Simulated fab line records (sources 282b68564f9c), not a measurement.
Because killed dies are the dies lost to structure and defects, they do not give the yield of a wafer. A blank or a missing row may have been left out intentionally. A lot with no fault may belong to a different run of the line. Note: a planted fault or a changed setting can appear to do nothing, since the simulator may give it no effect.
Split-lot study | flow rit-cmos | route with 202 steps; 5 lots, 23 wafers read

## ON THE SPLIT
At RIT_NWELL_SOFTBAKE_02 (time 60 s), the setting temp-c was moved away from the recipe's 90 C on 4 of the 23 wafers read, by +2.5% to +3.5%. This setting was run at the recipe's value on the other wafers.

The reading is taken at the split's own step.

## THE READING
NOVOLAK_of_NWELL_COAT_01.thk-nm (the simulator's own value, which no gauge read), in nm, at RIT_NWELL_SOFTBAKE_02 (time 60 s). There is no usual value for it anywhere in the file. Across the 19 wafers here that went through the recipe, the average is 1301 nm and the standard deviation 5.3 nm.

wafer  | tool, chamber at the split | temp-c as run, C | against the recipe | NOVOLAK_of_NWELL_COAT_01.thk-nm, nm | against lot-mates on the recipe
L074.1 | litho-track-01, 0          | 90               | recipe             | 1308                                | -
L074.2 | litho-track-01, 0          | 90               | recipe             | 1307                                | -
L074.3 | litho-track-01, 0          | 90               | recipe             | 1306                                | -
L074.4 | litho-track-01, 0          | 90               | recipe             | 1302                                | -
L074.6 | litho-track-01, 0          | 90               | recipe             | 1302                                | -
L078.1 | litho-track-02, 0          | 90               | recipe             | 1293                                | -
L078.6 | litho-track-02, 0          | 90               | recipe             | 1293                                | -
L078.2 | litho-track-02, 0          | 92.29            | +2.5%              | 1284                                | -10
L078.4 | litho-track-02, 0          | 92.29            | +2.5%              | 1284                                | -10
L078.5 | litho-track-02, 0          | 90               | recipe             | 1295                                | -
L081.2 | litho-track-01, 0          | 90               | recipe             | 1307                                | -
L081.6 | litho-track-01, 0          | 90               | recipe             | 1307                                | -
L081.3 | litho-track-01, 0          | 90               | recipe             | 1305                                | -
L082.1 | litho-track-02, 0          | 90               | recipe             | 1297                                | -
L082.3 | litho-track-02, 0          | 93.15            | +3.5%              | 1282                                | -13
L082.6 | litho-track-02, 0          | 93.15            | +3.5%              | 1282                                | -13
L082.4 | litho-track-02, 0          | 90               | recipe             | 1295                                | -
L082.5 | litho-track-02, 0          | 90               | recipe             | 1293                                | -
L085.1 | litho-track-03, 0          | 90               | recipe             | 1306                                | -
L085.2 | litho-track-03, 0          | 90               | recipe             | 1304                                | -
L085.5 | litho-track-03, 0          | 90               | recipe             | 1304                                | -
L085.4 | litho-track-03, 0          | 90               | recipe             | 1300                                | -
L085.6 | litho-track-03, 0          | 90               | recipe             | 1303                                | -

THE FIT
A straight line over all 23 wafers: NOVOLAK_of_NWELL_COAT_01.thk-nm changes by -5.98 nm for each +1% of temp-c; r = -0.82; the points scatter about the line by 5.1 nm.
The same after taking each lot's own level away (the mean of its wafers on the recipe; 23 wafers): -3.74 nm for each +1%; r = -0.93; scatter 1.8 nm.
The reading moves by 13 nm for the largest change in temp-c, on that fit.
The span of the lots' own levels, 1293.7 to 1306.3 nm, comes to 2.4 times the standard deviation stated above.
Thus the slope moves with the lot-to-lot level: the two fits are different.
Check: for one of the wafers moved furthest among these (+3.5%), held out of the fit, the line's prediction against its lot-mates is -13.2 nm. Against them it came out at -13 nm.

## OTHER SPLITS APPLIED TO THESE WAFERS
Other splits were also applied to these wafers ahead of the reading. Each is held against what the fit with the lots' levels taken away leaves over:
other split on the same wafers      | wafers away from the commonest value | r with NOVOLAK_of_NWELL_COAT_01.thk-nm (lot level and that fit taken away)
RIT_ACTIVE_OXIDATION_01 temp-c      | 15                                   | -0.01
RIT_ACTIVE_CVD_03 sih2cl2-flow-sccm | 18                                   | +0.01
RIT_ACTIVE_DEVELOP_10 dev-temp-c    | 9                                    | -0.17
RIT_FOX1_OXIDATION_00 ox-time-s     | 10                                   | +0.00

## FILE'S OWN FIT
NOVOLAK_of_NWELL_COAT_01.thk-nm changes by -3.75 nm for each +1% of temp-c, r = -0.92.
